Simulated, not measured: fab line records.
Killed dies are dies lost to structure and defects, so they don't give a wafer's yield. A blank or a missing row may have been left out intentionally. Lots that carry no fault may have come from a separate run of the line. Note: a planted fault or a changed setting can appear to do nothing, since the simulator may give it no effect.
The tool behind it: which one? :: flow berkeleyCmos170 :: 6 lots with 18 wafers sampled at 2 steps, on a route of 331 steps

== WHAT THE GAUGES SHOWED, per wafer ==
UCB170_V1_CD_MEAS_12: the cd target is 700 nm.
lot: L779
measured: day 7 18:15
on: cdSem-01
cdNm (nm): 699.5 700.5 700.6

lot: L780
measured: day 8 03:11
on: cdSem-02
cdNm (nm): 699.1 699.9 699.5

lot: L782
measured: day 8 13:40
on: cdSem-02
cdNm (nm): 698.9 698.3 699.7

lot: L786
measured: day 9 03:28
on: cdSem-01
cdNm (nm): 700.1 700.3 698.7

lot: L792
measured: day 10 19:23
on: cdSem-02
cdNm (nm): 643.8 643.3 644.9

lot: L797
measured: day 11 14:38
on: cdSem-02
cdNm (nm): 697.6 698.9 698.5

== WHICH TOOL RAN EACH LOT (tool, then ch and the chambers of the sampled wafers, then the start) ==
lot: L779
UCB170_V1_PEB_10: lithoTrack-04 ch 0, day 7 17:59

lot: L780
UCB170_V1_PEB_10: lithoTrack-02 ch 0, day 8 02:55

lot: L782
UCB170_V1_PEB_10: lithoTrack-02 ch 0, day 8 13:23

lot: L786
UCB170_V1_PEB_10: lithoTrack-03 ch 0, day 9 03:11

lot: L792
UCB170_V1_PEB_10: lithoTrack-04 ch 0, day 10 19:07

lot: L797
UCB170_V1_PEB_10: lithoTrack-02 ch 0, day 11 14:22
- UCB170_V1_PEB_10

== THE ANSWER, worked out from the rows above alone ==
Rule: the lots themselves supply what counts as usual. The widest of any qualifying gaps counts: lots, ordered by their means at a reading, are off when they make up no more than a third of the lots, leave a main group of 4 or more, and stand apart from it by 3 or more times the standard deviation of that group's means. If all means in a main group match to the digits the tables above print for the reading, that group is not used. Also off: a lot with no number at a reading for which 4 or more lots have one. All remaining lots with rows at the step are treated as sound.
Off: L792, at UCB170_V1_CD_MEAS_12 (cdNm). Mean 699.3 nm and standard deviation 0.64 in the main group.
A tool fits if, at a process step before that reading, it ran every lot that is off, and no sound lot after the first of them. The gauges at UCB170_V1_CD_MEAS_12 are tried like those tools. One fits: UCB170_V1_PEB_10 on lithoTrack-04. Its last sound lot is L779 (day 7 17:59), its first lot that is off L792 (day 10 19:07): a fault that began between those two fits.

== WHAT THE SIMULATOR HAD INSERTED ==
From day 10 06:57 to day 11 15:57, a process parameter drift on lithoTrack-04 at UCB170_V1_PEB_10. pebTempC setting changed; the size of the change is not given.
Shown lots that were struck: L792. This agrees with what the rule above found.
